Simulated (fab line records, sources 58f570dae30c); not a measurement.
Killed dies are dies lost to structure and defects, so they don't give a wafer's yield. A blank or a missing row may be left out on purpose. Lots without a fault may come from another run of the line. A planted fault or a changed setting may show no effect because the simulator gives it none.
Split-lot experiment | flow berkeley_cmos170 | 5 lots, 23 wafers read, on a route of 331 steps

THE SPLIT
At UCB170_ZERO_COAT_01 (resist thk 900 nm), the setting resist_thk_nm was moved away from the recipe's 900 nm on 5 of the 23 wafers read, by +1.8% to +3.6%. The other wafers ran this setting at the recipe's value.

The reading is taken at the split's own step.

THE READING
KrF_of_ZERO_COAT_01.thk_nm (the simulator's own value, which no gauge read), in nm, at UCB170_ZERO_COAT_01 (resist thk 900 nm). The file gives no usual value for it. The 18 wafers here that ran the recipe average 899.9 nm, standard deviation 3.9 nm.

wafer  | tool, chamber at the split | resist_thk_nm as run, nm | against the recipe | KrF_of_ZERO_COAT_01.thk_nm, nm | against lot-mates on the recipe
L076.1 | litho_track-02, 0          | 900                      | recipe             | 904.3                          | -
L076.2 | litho_track-02, 0          | 900                      | recipe             | 907.1                          | -
L076.3 | litho_track-02, 0          | 900                      | recipe             | 906.6                          | -
L076.4 | litho_track-02, 0          | 900                      | recipe             | 905.7                          | -
L076.5 | litho_track-02, 0          | 900                      | recipe             | 904                            | -
L080.2 | litho_track-03, 0          | 932.7                    | +3.6%              | 929.4                          | +30.5
L080.3 | litho_track-03, 0          | 900                      | recipe             | 898.6                          | -
L080.4 | litho_track-03, 0          | 900                      | recipe             | 898.9                          | -
L080.5 | litho_track-03, 0          | 900                      | recipe             | 899.2                          | -
L080.6 | litho_track-03, 0          | 932.7                    | +3.6%              | 929.9                          | +31.0
L081.1 | litho_track-03, 0          | 916.6                    | +1.8%              | 918.6                          | +18.9
L081.2 | litho_track-03, 0          | 900                      | recipe             | 900.3                          | -
L081.4 | litho_track-03, 0          | 900                      | recipe             | 899.1                          | -
L081.5 | litho_track-03, 0          | 916.6                    | +1.8%              | 920.4                          | +20.7
L081.6 | litho_track-03, 0          | 916.6                    | +1.8%              | 921.2                          | +21.5
L082.1 | litho_track-04, 0          | 900                      | recipe             | 892.6                          | -
L082.3 | litho_track-04, 0          | 900                      | recipe             | 897.2                          | -
L082.4 | litho_track-04, 0          | 900                      | recipe             | 895.6                          | -
L082.5 | litho_track-04, 0          | 900                      | recipe             | 897.1                          | -
L082.6 | litho_track-04, 0          | 900                      | recipe             | 898.7                          | -
L084.2 | litho_track-02, 0          | 900                      | recipe             | 898.8                          | -
L084.4 | litho_track-02, 0          | 900                      | recipe             | 896.4                          | -
L084.6 | litho_track-02, 0          | 900                      | recipe             | 898.4                          | -

THE FIT
A straight line over all 23 wafers: KrF_of_ZERO_COAT_01.thk_nm changes by +8.84 nm for each +1% of resist_thk_nm; r = +0.93; the points scatter about the line by 4 nm.
The same after taking each lot's own level away (the mean of its wafers on the recipe; 23 wafers): +9.09 nm for each +1%; r = +0.98; scatter 2 nm.
On that fit, the largest move of resist_thk_nm shifts the reading by 33 nm.
The lots' own levels span 896.24 to 905.54 nm, that is 2.4 times the standard deviation above.
So the lot-to-lot level changes the slope little: the two slopes agree.
Check: with one of the wafers moved furthest among these (+3.6%) left out of the fit, the line predicts +34.9 nm for it against its lot-mates. It came out at +30.5 nm against them.

THE WHOLE CHAIN: every reading that the file lists as answering this split, in the file's order
step                 | what it does      | reading                                                                     | change (the file's fit)              | r (the file's)
UCB170_ZERO_COAT_01  | resist thk 900 nm | KrF_of_ZERO_COAT_01.thk_nm (the simulator's own value, which no gauge read) | +8.99 nm for each +1% of the setting | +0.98
UCB170_ZERO_STRIP_07 | strips in O2      | strip_time_to_endpoint_s                                                    | withheld for each +1% of the setting | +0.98

THE FILE'S OWN FIT
KrF_of_ZERO_COAT_01.thk_nm changes by +8.99 nm for each +1% of resist_thk_nm, r = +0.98.
